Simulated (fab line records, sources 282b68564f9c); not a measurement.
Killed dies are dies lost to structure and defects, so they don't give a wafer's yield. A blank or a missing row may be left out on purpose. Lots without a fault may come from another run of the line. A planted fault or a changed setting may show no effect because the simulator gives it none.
One fault seen from 2 desks | flow rit_cmos | each desk has only its own numbers; what lay behind them comes last

THE TOOL OWNER'S DESK: implanter-04
The tool's own readings at RIT_NWELL_IMPLANT_08: means of the sampled wafers that have a number, for each lot that ran on this tool. A lot is out of limits, marked OUT, if its mean lies more than 4 standard deviations from the usual mean; the brackets give that distance.
Columns: A = beam_energy_keV at RIT_NWELL_IMPLANT_08, usual 170.00; B = beam_on_s at RIT_NWELL_IMPLANT_08, usual 9.98 s
lot  | first seen here | A                        | B
L488 | day 2 16:44     | 170.05                   | 10.19
L506 | day 6 05:34     | 182.38 (+99 or more) OUT | 9.85
L507 | day 6 11:36     | 182.35 (+99 or more) OUT | 10.15
This desk's finding: out of limits on L506, L507; first on L506, day 6 05:34 (beam_energy_keV at RIT_NWELL_IMPLANT_08). In limits: L488.

THE METROLOGY DESK
What the gauges read, lot by lot, whatever tool the lot ran on: means of the sampled wafers that have a number. A lot is out of limits, marked OUT, if its mean lies more than 4 standard deviations from the usual mean; the brackets give that distance.
Columns: A = FOX2_OXIDE_THK at RIT_FOX2_THK_MEAS_01, usual 349 nm; B = FIELD_OXIDE_LEFT_1_THK at RIT_FOX2_THK_MEAS_90, usual 322 nm; C = NWELL_OVL at RIT_NWELL_OVL_MEAS_06, usual -0.5 nm
lot  | first seen here | A   | B   | C
L485 | day 1 20:14     | 349 | 322 | -3.1
L488 | day 2 14:24     | 348 | 321 | 1.7
L491 | day 3 05:22     | 343 | 315 | -1.0
L497 | day 4 07:46     | 352 | 324 | 2.4
L506 | day 6 03:26     | 348 | 321 | -0.5
L507 | day 6 09:26     | 358 | 330 | -0.3
This desk's finding: nothing out of limits on any of the 6 lots.

PUT TOGETHER
The tool owner's desk could have raised an alarm at day 6 05:34, on L506, L507.
The metrology desk saw nothing out of limits.
The metrology desk has L506, L507 on record, within its limits.
Of the lots named, all ran RIT_NWELL_IMPLANT_08 on implanter-04.

WHAT THE SIMULATOR HAD PUT IN
Process parameter drift: implanter-04, from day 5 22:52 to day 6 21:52, at RIT_NWELL_IMPLANT_08. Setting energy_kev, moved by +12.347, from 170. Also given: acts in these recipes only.
Lots struck among those shown: L506, L507.
Hours from the fault's start to each desk's first reading out of limits: the tool owner's desk, 7.
